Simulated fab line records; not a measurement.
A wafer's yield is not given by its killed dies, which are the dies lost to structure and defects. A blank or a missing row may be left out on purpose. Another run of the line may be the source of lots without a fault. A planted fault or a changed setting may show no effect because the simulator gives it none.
fab line records + flow ritCmos
record:
- lots: 5
- wafers: 23
route steps=202 shown SDANNEAL@153 NSD@158 NLDD@160 CONTACT@168 M1@188
startH: the number of hours between the record's first day and the start of the first shown wafer of the lot + waitH: hours from the lot's prior step to this one + " repeats the value in the row above + L1.1+2: one row covering several wafers at once + - no value present, or no start provided + * or withheld: withheld + < > ~ a bound
route shown NAME@n: names a module that has steps shown in the file, with the first one's number in the route + usual: mean and standard deviation over wafers with no fault + same: alike in all rows + chamber/n: place in a boat + sites: each site's reading + _std_site: how widely they spread, as a standard deviation + _edge_site: inner sites' mean taken away from outer sites' mean + radiusMm: for every site, how far away it sits from the centre of the wafer + mask NAME#n: copy n + behind: the tool/chamber that last shaped the wafer + hold: reason for holding the lot/hours on hold/outcome of the hold + device: transistor that didn't switch, given as n, p or np + end of line: the tests these same wafers got at the end of their route + a step with no rows: only its recipe + killed: dies lost to structure and defects at the first sort, not the wafer's yield + map: a wafer's dies, marking killed ones x, the rest . and places with no die _
set.NAME: the setting the step ran with; set.NAME@STEP: the setting that earlier step ran with + model.NAME: the simulator's own value behind a step, which no gauge read
one table per step and one row per wafer, for lots whose settings were changed on purpose
== steps ==
step: RIT_SDANNEAL_CLEAN_00
recipe:
- chemistry: SC1
- mix: 3:3:50
- timeS: 600
- tempC: 75
| lot.wafer      | tool        | chamber | startH | waitH | set.tempC |
|----------------|-------------|---------|--------|-------|-----------|
| L074.2+3+4+5+6 | -           | -       | -      | 0.0   | 71.81     |
| L078.4+5+6     | wetBench-02 | 1       | 71.19  | 0.0   | 75        |
| L079.1+2+3+4+6 | -           | -       | -      | 0.1   | 72.7      |
| L080.1+2+3+4+5 | -           | -       | -      | 0.1   | 73.16     |
| L083.1+2+3+4+5 | -           | -       | -      | 0.1   | 75        |
step: RIT_SDANNEAL_CLEAN_01
recipe:
- chemistry: dHF
- dilution: 50:1
- timeS: 30
step: RIT_SDANNEAL_CLEAN_02
recipe:
- chemistry: SC2
- mix: 3:3:50
- timeS: 600
- tempC: 75
- dry: n2Spin
step: RIT_SDANNEAL_RTA_03
recipe:
- tempC: 1050
- timeS: 5
- idleTempC: 600
- rampUpCPerS: 342
- rampDownCPerS: 171
- coolToC: 600
- ambient: N2
step: RIT_SDANNEAL_RS_MEAS_05
recipe:
- thkMeasGauge: four-point-probe
usual:
- NSD_RS: 84.63/0.3
| lot.wafer | tool         | chamber | startH | waitH | set.doseCm2@NSD_IMPLANT_08 | NSD_RS[ohm/sq] |
|-----------|--------------|---------|--------|-------|----------------------------|----------------|
| L074.2    | filmMetro-02 | -       | 54.35  | 0.1   | 1e+15                      | 84.44          |
| L074.3    | "            | -       | "      | "     | 1e+15                      | 84.45          |
| L074.4    | "            | -       | "      | "     | 1e+15                      | 84.10          |
| L074.5    | "            | -       | "      | "     | 1e+15                      | 84.56          |
| L074.6    | "            | -       | "      | "     | 1e+15                      | 84.28          |
| L078.4    | filmMetro-04 | -       | 71.81  | 0.1   | 1e+15                      | 84.32          |
| L078.5    | "            | -       | "      | "     | 1e+15                      | 84.57          |
| L078.6    | "            | -       | "      | "     | 1e+15                      | 84.43          |
| L079.1    | filmMetro-01 | -       | 75.91  | 0.1   | 1e+15                      | 84.72          |
| L079.2    | "            | -       | "      | "     | 1.068e+15                  | 80.32          |
| L079.3    | "            | -       | "      | "     | 1e+15                      | 84.78          |
| L079.4    | "            | -       | "      | "     | 1.068e+15                  | 80.73          |
| L079.6    | "            | -       | "      | "     | 1e+15                      | 85.00          |
| L080.1    | filmMetro-02 | -       | 84.90  | 0.1   | 1e+15                      | 84.19          |
| L080.2    | "            | -       | "      | "     | 9.261e+14                  | 89.66          |
| L080.3    | "            | -       | "      | "     | 1e+15                      | 84.25          |
| L080.4    | "            | -       | "      | "     | 9.261e+14                  | 89.87          |
| L080.5    | "            | -       | "      | "     | 9.261e+14                  | 89.68          |
| L083.1    | filmMetro-02 | -       | 99.43  | 0.1   | 1.02e+15                   | 83.40          |
| L083.2    | "            | -       | "      | "     | 1e+15                      | 84.60          |
| L083.3    | "            | -       | "      | "     | 1.02e+15                   | 83.52          |
| L083.4    | "            | -       | "      | "     | 1e+15                      | 84.43          |
| L083.5    | "            | -       | "      | "     | 1.02e+15                   | 83.24          |
step: RIT_SDANNEAL_RS_MEAS_07
recipe:
- thkMeasGauge: four-point-probe
usual:
- NLDD_RS: 151.7/0.45
| lot.wafer | tool         | chamber | startH | waitH | set.doseCm2@NLDD_IMPLANT_08 | NLDD_RS[ohm/sq] |
|-----------|--------------|---------|--------|-------|-----------------------------|-----------------|
| L074.2    | filmMetro-02 | -       | 54.59  | 0.1   | 5e+14                       | 151.7           |
| L074.3    | "            | -       | "      | "     | 5e+14                       | 152.2           |
| L074.4    | "            | -       | "      | "     | 5e+14                       | 152.3           |
| L074.5    | "            | -       | "      | "     | 5e+14                       | 151.8           |
| L074.6    | "            | -       | "      | "     | 5e+14                       | 151.9           |
| L078.4    | filmMetro-04 | -       | 72.05  | 0.1   | 5e+14                       | 151.6           |
| L078.5    | "            | -       | "      | "     | 5e+14                       | 151.4           |
| L078.6    | "            | -       | "      | "     | 5e+14                       | 151.4           |
| L079.1    | filmMetro-01 | -       | 76.15  | 0.1   | 5e+14                       | 150.9           |
| L079.2    | "            | -       | "      | "     | 4.688e+14                   | 159.2           |
| L079.3    | "            | -       | "      | "     | 4.688e+14                   | 158.7           |
| L079.4    | "            | -       | "      | "     | 5e+14                       | 151.6           |
| L079.6    | "            | -       | "      | "     | 5e+14                       | 151.5           |
| L080.1    | filmMetro-02 | -       | 85.14  | 0.1   | 5e+14                       | 151.9           |
| L080.2    | "            | -       | "      | "     | 5e+14                       | 151.7           |
| L080.3    | "            | -       | "      | "     | 5e+14                       | 151.6           |
| L080.4    | "            | -       | "      | "     | 5e+14                       | 151.4           |
| L080.5    | "            | -       | "      | "     | 5e+14                       | 151.7           |
| L083.1    | filmMetro-02 | -       | 99.67  | 0.1   | 4.789e+14                   | 156.7           |
| L083.2    | "            | -       | "      | "     | 5e+14                       | 151.5           |
| L083.3    | "            | -       | "      | "     | 5e+14                       | 151.8           |
| L083.4    | "            | -       | "      | "     | 4.789e+14                   | 156.5           |
| L083.5    | "            | -       | "      | "     | 4.789e+14                   | 157.1           |
step: RIT_CONTACT_CVD_00
recipe:
- material: SiO2
- targetThkNm: 400
- precursor: TEOS
- tempC: 390
- timeS: 61
- rfW: 400
| lot.wafer | tool     | chamber | startH | waitH | set.timeS | model.SiO2_of_CONTACT_CVD_00.thkNm |
|-----------|----------|---------|--------|-------|-----------|------------------------------------|
| L074.2    | pecvd-04 | 0       | 55.21  | 0.0   | 61        | 399.4                              |
| L074.3    | "        | 2       | "      | "     | 61        | 401.7                              |
| L074.4+6  | "        | 2,1     | "      | "     | 65.76     | 439.6                              |
| L074.5    | "        | 0       | "      | "     | 65.76     | 435                                |
| L078.4    | pecvd-02 | 2       | 72.65  | 0.0   | 61        | 401.6                              |
| L078.5    | "        | 1       | "      | "     | 61        | 408.4                              |
| L078.6    | "        | 0       | "      | "     | 61        | 405.1                              |
| L079.1    | pecvd-03 | 1       | 76.79  | 0.1   | 52.18     | 339.4                              |
| L079.2    | "        | 2       | "      | "     | 52.18     | 342.3                              |
| L079.3    | "        | 0       | "      | "     | 61        | 394.9                              |
| L079.4    | "        | 1       | "      | "     | 61        | 400.9                              |
| L079.6    | "        | 0       | "      | "     | 52.18     | 341.2                              |
| L080.1    | pecvd-04 | 0       | 85.78  | 0.1   | 61        | 394.1                              |
| L080.2    | "        | 1       | "      | "     | 61        | 396                                |
| L080.3    | "        | 2       | "      | "     | 68.37     | 446                                |
| L080.4    | "        | 1       | "      | "     | 68.37     | 453.7                              |
| L080.5    | "        | 2       | "      | "     | 68.37     | 448.9                              |
| L083.1    | pecvd-04 | 2       | 100.31 | 0.1   | 61        | 399.9                              |
| L083.2    | "        | 0       | "      | "     | 55.75     | 361.6                              |
| L083.3    | "        | 1       | "      | "     | 55.75     | 362.7                              |
| L083.4    | "        | 2       | "      | "     | 61        | 408                                |
| L083.5    | "        | 0       | "      | "     | 55.75     | 370.8                              |
step: RIT_CONTACT_THK_MEAS_01
recipe:
- reads: SiO2_of_CONTACT_CVD_00
usual:
- CONTACT_TEOS_THK: 401/5
| lot.wafer | tool         | chamber | startH | waitH | set.timeS@CONTACT_CVD_00 | CONTACT_TEOS_THK[nm] |
|-----------|--------------|---------|--------|-------|--------------------------|----------------------|
| L074.2    | filmMetro-03 | -       | 55.27  | 0.0   | 61                       | 399                  |
| L074.3    | "            | -       | "      | "     | 61                       | 402                  |
| L074.4    | "            | -       | "      | "     | 65.76                    | 439                  |
| L074.5    | "            | -       | "      | "     | 65.76                    | 435                  |
| L074.6    | "            | -       | "      | "     | 65.76                    | 440                  |
| L078.4    | filmMetro-01 | -       | 72.71  | 0.0   | 61                       | 402                  |
| L078.5    | "            | -       | "      | "     | 61                       | 409                  |
| L078.6    | "            | -       | "      | "     | 61                       | 405                  |
| L079.1    | filmMetro-04 | -       | 76.84  | 0.0   | 52.18                    | 339                  |
| L079.2    | "            | -       | "      | "     | 52.18                    | 342                  |
| L079.3    | "            | -       | "      | "     | 61                       | 395                  |
| L079.4    | "            | -       | "      | "     | 61                       | 401                  |
| L079.6    | "            | -       | "      | "     | 52.18                    | 341                  |
| L080.1    | filmMetro-03 | -       | 85.83  | 0.0   | 61                       | 394                  |
| L080.2    | "            | -       | "      | "     | 61                       | 396                  |
| L080.3    | "            | -       | "      | "     | 68.37                    | 446                  |
| L080.4    | "            | -       | "      | "     | 68.37                    | 454                  |
| L080.5    | "            | -       | "      | "     | 68.37                    | 449                  |
| L083.1    | filmMetro-04 | -       | 100.36 | 0.0   | 61                       | 400                  |
| L083.2    | "            | -       | "      | "     | 55.75                    | 361                  |
| L083.3    | "            | -       | "      | "     | 55.75                    | 363                  |
| L083.4    | "            | -       | "      | "     | 61                       | 408                  |
| L083.5    | "            | -       | "      | "     | 55.75                    | 371                  |
step: RIT_CONTACT_ETCH_11
recipe:
- targetDepthA: 4800
- overEtchFrac: 0.2
- stopOn: TiSi2
- chemistry: CHF3/CF4/Ar
- target: SiO2
- CHF3_flow_sccm: 50
- cf4FlowSccm: 10
- Ar_flow_sccm: 100
- O2_flow_sccm: 5
- pressureMtorr: 100
- rfW: 200
- timeS: 320
| lot.wafer | tool       | chamber | startH | waitH | set.timeS | set.timeS@CONTACT_CVD_00 | model.etch.depthNm | model.CONTACT.featureDepthNm | model.NOVOLAK_of_CONTACT_COAT_03.thkNm |
|-----------|------------|---------|--------|-------|-----------|--------------------------|--------------------|------------------------------|----------------------------------------|
| L074.2    | rieDiel-03 | 0       | 56.62  | 0.1   | 320       | 61                       | 399.4              | 399.4                        | 767.2                                  |
| L074.3    | "          | 1       | "      | "     | 332.5     | 61                       | 401.7              | 401.7                        | 764.2                                  |
| L074.4    | "          | 2       | "      | "     | 320       | 65.76                    | 439.6              | 439.6                        | 768                                    |
| L074.5    | "          | 2       | "      | "     | 332.5     | 65.76                    | 435                | 435                          | 766.3                                  |
| L074.6    | "          | 1       | "      | "     | 332.5     | 65.76                    | 439.6              | 439.6                        | 765.4                                  |
| L078.4    | rieDiel-03 | 2       | 74.26  | 0.1   | 320       | 61                       | 401.6              | 401.6                        | 769.8                                  |
| L078.5    | "          | 2       | "      | "     | 320       | 61                       | 408.4              | 408.4                        | 766.8                                  |
| L078.6    | "          | 1       | "      | "     | 320       | 61                       | 405.1              | 405.1                        | 772.6                                  |
| L079.1    | rieDiel-04 | 0       | 78.40  | 0.1   | 320       | 52.18                    | 339.4              | 339.4                        | 775.3                                  |
| L079.2    | "          | 2       | "      | "     | 320       | 52.18                    | 342.3              | 342.3                        | 767.7                                  |
| L079.3    | "          | 3       | "      | "     | 277.5     | 61                       | 394.9              | 394.9                        | 795.4                                  |
| L079.4    | "          | 1       | "      | "     | 277.5     | 61                       | 400.9              | 400.9                        | 791.7                                  |
| L079.6    | "          | 2       | "      | "     | 277.5     | 52.18                    | 341.2              | 341.2                        | 784.6                                  |
| L080.1    | rieDiel-03 | 2       | 87.19  | 0.1   | 320       | 61                       | 394.1              | 394.1                        | 776.2                                  |
| L080.2    | "          | 1       | "      | "     | 320       | 61                       | 396                | 396                          | 776.5                                  |
| L080.3    | "          | 0       | "      | "     | 277.8     | 68.37                    | 410.6              | 410.6                        | 790                                    |
| L080.4    | "          | 1       | "      | "     | 320       | 68.37                    | 453.7              | 453.7                        | 773.7                                  |
| L080.5    | "          | 0       | "      | "     | 277.8     | 68.37                    | 411.4              | 411.4                        | 789.7                                  |
| L083.1    | rieDiel-04 | 2       | 101.82 | 0.1   | 300.3     | 61                       | 399.9              | 399.9                        | 777.2                                  |
| L083.2    | "          | 3       | "      | "     | 320       | 55.75                    | 361.6              | 361.6                        | 776.4                                  |
| L083.3    | "          | 0       | "      | "     | 300.3     | 55.75                    | 362.7              | 362.7                        | 779.6                                  |
| L083.4    | "          | 1       | "      | "     | 300.3     | 61                       | 408                | 408                          | 781.5                                  |
| L083.5    | "          | 2       | "      | "     | 320       | 55.75                    | 370.8              | 370.8                        | 767.6                                  |
step: RIT_M1_COAT_04
recipe:
- resist: NOVOLAK
- spinRpm: 2000
- resistThkNm: 1300
| lot.wafer  | tool          | chamber | startH | waitH | set.spinRpm | model.NOVOLAK_of_M1_COAT_04.thkNm |
|------------|---------------|---------|--------|-------|-------------|-----------------------------------|
| L074.2     | lithoTrack-02 | 0       | 58.13  | 0.1   | 2126        | 1265                              |
| L074.3     | "             | 0       | "      | "     | 2000        | 1304                              |
| L074.4     | "             | 0       | "      | "     | 2000        | 1301                              |
| L074.5     | "             | 0       | "      | "     | 2000        | 1300                              |
| L074.6     | "             | 0       | "      | "     | 2126        | 1262                              |
| L078.4     | lithoTrack-03 | 0       | 75.82  | 0.1   | 2000        | 1298                              |
| L078.5     | "             | 0       | "      | "     | 2000        | 1302                              |
| L078.6     | "             | 0       | "      | "     | 2000        | 1305                              |
| L079.1     | lithoTrack-03 | 0       | 79.88  | 0.1   | 2143        | 1259                              |
| L079.2     | "             | 0       | "      | "     | 2000        | 1304                              |
| L079.3     | "             | 0       | "      | "     | 2000        | 1301                              |
| L079.4     | "             | 0       | "      | "     | 2143        | 1256                              |
| L079.6     | "             | 0       | "      | "     | 2143        | 1261                              |
| L080.1     | lithoTrack-01 | 0       | 88.66  | 0.1   | 2106        | 1273                              |
| L080.2     | "             | 0       | "      | "     | 2000        | 1301                              |
| L080.3     | "             | 0       | "      | "     | 2106        | 1265                              |
| L080.4     | "             | 0       | "      | "     | 2106        | 1270                              |
| L080.5     | "             | 0       | "      | "     | 2000        | 1299                              |
| L083.1+3+5 | lithoTrack-02 | 0       | 103.35 | 0.1   | 2000        | 1297                              |
| L083.2     | "             | 0       | "      | "     | 2000        | 1303                              |
| L083.4     | "             | 0       | "      | "     | 2000        | 1299                              |
step: RIT_M1_SOFTBAKE_05
recipe:
- resist: NOVOLAK
- tempC: 90
- timeS: 60
step: RIT_M1_EXPOSE_06
recipe:
- maskId: M12
- na: 0.6
- sourceShape: conventional
- sigmaOuter: 0.5
- targetCdNm: 2600
- doseMj: 250
step: RIT_M1_HARDBAKE_11
recipe:
- resist: NOVOLAK
- tempC: 140
- timeS: 120
| lot.wafer | tool          | chamber | startH | waitH | set.spinRpm@M1_COAT_04 | model.NOVOLAK_of_M1_COAT_04.thkNm |
|-----------|---------------|---------|--------|-------|------------------------|-----------------------------------|
| L074.2    | lithoTrack-02 | 0       | 59.16  | 0.1   | 2126                   | 1107                              |
| L074.3    | "             | 0       | "      | "     | 2000                   | 1140                              |
| L074.4    | "             | 0       | "      | "     | 2000                   | 1138                              |
| L074.5    | "             | 0       | "      | "     | 2000                   | 1137                              |
| L074.6    | "             | 0       | "      | "     | 2126                   | 1105                              |
| L078.4    | lithoTrack-01 | 0       | 76.88  | 0.1   | 2000                   | 1135                              |
| L078.5    | "             | 0       | "      | "     | 2000                   | 1139                              |
| L078.6    | "             | 0       | "      | "     | 2000                   | 1142                              |
| L079.1    | lithoTrack-02 | 0       | 80.89  | 0.0   | 2143                   | 1102                              |
| L079.2    | "             | 0       | "      | "     | 2000                   | 1140                              |
| L079.3    | "             | 0       | "      | "     | 2000                   | 1137                              |
| L079.4    | "             | 0       | "      | "     | 2143                   | 1099                              |
| L079.6    | "             | 0       | "      | "     | 2143                   | 1103                              |
| L080.1    | lithoTrack-02 | 0       | 89.67  | 0.0   | 2106                   | 1114                              |
| L080.2    | "             | 0       | "      | "     | 2000                   | 1138                              |
| L080.3    | "             | 0       | "      | "     | 2106                   | 1107                              |
| L080.4    | "             | 0       | "      | "     | 2106                   | 1111                              |
| L080.5    | "             | 0       | "      | "     | 2000                   | 1136                              |
| L083.1+5  | lithoTrack-03 | 0       | 104.36 | 0.0   | 2000                   | 1134                              |
| L083.2    | "             | 0       | "      | "     | 2000                   | 1140                              |
| L083.3    | "             | 0       | "      | "     | 2000                   | 1135                              |
| L083.4    | "             | 0       | "      | "     | 2000                   | 1136                              |
step: RIT_M1_METAL_ETCH_12
recipe:
- stopOn: SiO2
- chemistry: Cl2/BCl3
- target: Al
- timeS: 165
- overEtchFrac: 0.5
- pressureMtorr: 100
- targetDepthA: 6000
- rfW: 250
- Cl2_flow_sccm: 60
- bcl3FlowSccm: 50
| lot.wafer | tool        | chamber | startH | waitH | set.spinRpm@M1_COAT_04 | model.NOVOLAK_of_M1_COAT_04.thkNm |
|-----------|-------------|---------|--------|-------|------------------------|-----------------------------------|
| L074.2    | rieMetal-02 | 1       | 59.37  | 0.2   | 2126                   | 772.4                             |
| L074.3    | "           | 0       | "      | "     | 2000                   | 808.6                             |
| L074.4    | "           | 1       | "      | "     | 2000                   | 802.3                             |
| L074.5    | "           | 0       | "      | "     | 2000                   | 808.3                             |
| L074.6    | "           | 1       | "      | "     | 2126                   | 767.1                             |
| L078.4    | rieMetal-04 | 0       | 77.06  | 0.1   | 2000                   | 797.9                             |
| L078.5    | "           | 0       | "      | "     | 2000                   | 804.9                             |
| L078.6    | "           | 1       | "      | "     | 2000                   | 815.6                             |
| L079.1    | rieMetal-03 | 0       | 81.14  | 0.2   | 2143                   | 753.9                             |
| L079.2    | "           | 1       | "      | "     | 2000                   | 814.6                             |
| L079.3    | "           | 1       | "      | "     | 2000                   | 813                               |
| L079.4    | "           | 0       | "      | "     | 2143                   | 753.2                             |
| L079.6    | "           | 1       | "      | "     | 2143                   | 779.7                             |
| L080.1    | rieMetal-02 | 0       | 89.92  | 0.2   | 2106                   | 789.9                             |
| L080.2    | "           | 1       | "      | "     | 2000                   | 801.8                             |
| L080.3    | "           | 0       | "      | "     | 2106                   | 785.3                             |
| L080.4    | "           | 1       | "      | "     | 2106                   | 776                               |
| L080.5    | "           | 0       | "      | "     | 2000                   | 812.7                             |
| L083.1    | rieMetal-02 | 0       | 104.61 | 0.2   | 2000                   | 809.1                             |
| L083.2    | "           | 1       | "      | "     | 2000                   | 803.2                             |
| L083.3    | "           | 1       | "      | "     | 2000                   | 796.2                             |
| L083.4    | "           | 0       | "      | "     | 2000                   | 809.9                             |
| L083.5    | "           | 0       | "      | "     | 2000                   | 807.2                             |
== key ==
split:
- step: RIT_SDANNEAL_CLEAN_00
- setting: tempC
- stated: 75
- by: lot
response none clear
split:
- step: RIT_CONTACT_CVD_00
- setting: timeS
- stated: 61
- by: wafer
response:
- step: RIT_CONTACT_CVD_00
- reading: model.SiO2_of_CONTACT_CVD_00.thkNm
- change: +4.31
- per: 1%
- r: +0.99
response:
- step: RIT_CONTACT_THK_MEAS_01
- reading: CONTACT_TEOS_THK
- change: +4.31
- per: 1%
- r: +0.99
response:
- step: RIT_CONTACT_ETCH_11
- reading: model.etch.depthNm
- change: +3.71
- per: 1%
- r: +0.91
response:
- step: RIT_CONTACT_ETCH_11
- reading: model.CONTACT.featureDepthNm
- change: +3.71
- per: 1%
- r: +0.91
split:
- step: RIT_CONTACT_ETCH_11
- setting: timeS
- stated: 320
- by: wafer
response:
- step: RIT_CONTACT_ETCH_11
- reading: model.NOVOLAK_of_CONTACT_COAT_03.thkNm
- change: -1.23
- per: 1%
- r: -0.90
split:
- step: RIT_M1_COAT_04
- setting: spinRpm
- stated: 2000
- by: wafer
response:
- step: RIT_M1_COAT_04
- reading: model.NOVOLAK_of_M1_COAT_04.thkNm
- change: -5.98
- per: 1%
- r: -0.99
response:
- step: RIT_M1_HARDBAKE_11
- reading: model.NOVOLAK_of_M1_COAT_04.thkNm
- change: -5.15
- per: 1%
- r: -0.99
response:
- step: RIT_M1_METAL_ETCH_12
- reading: model.NOVOLAK_of_M1_COAT_04.thkNm
- change: -6.09
- per: 1%
- r: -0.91
split outsideThisFile step=RIT_NLDD_IMPLANT_08 setting=doseCm2
split outsideThisFile step=RIT_NSD_IMPLANT_08 setting=doseCm2
split outsideThisFile: this setting was split too, and the file shows its column; the key of that split is in another file
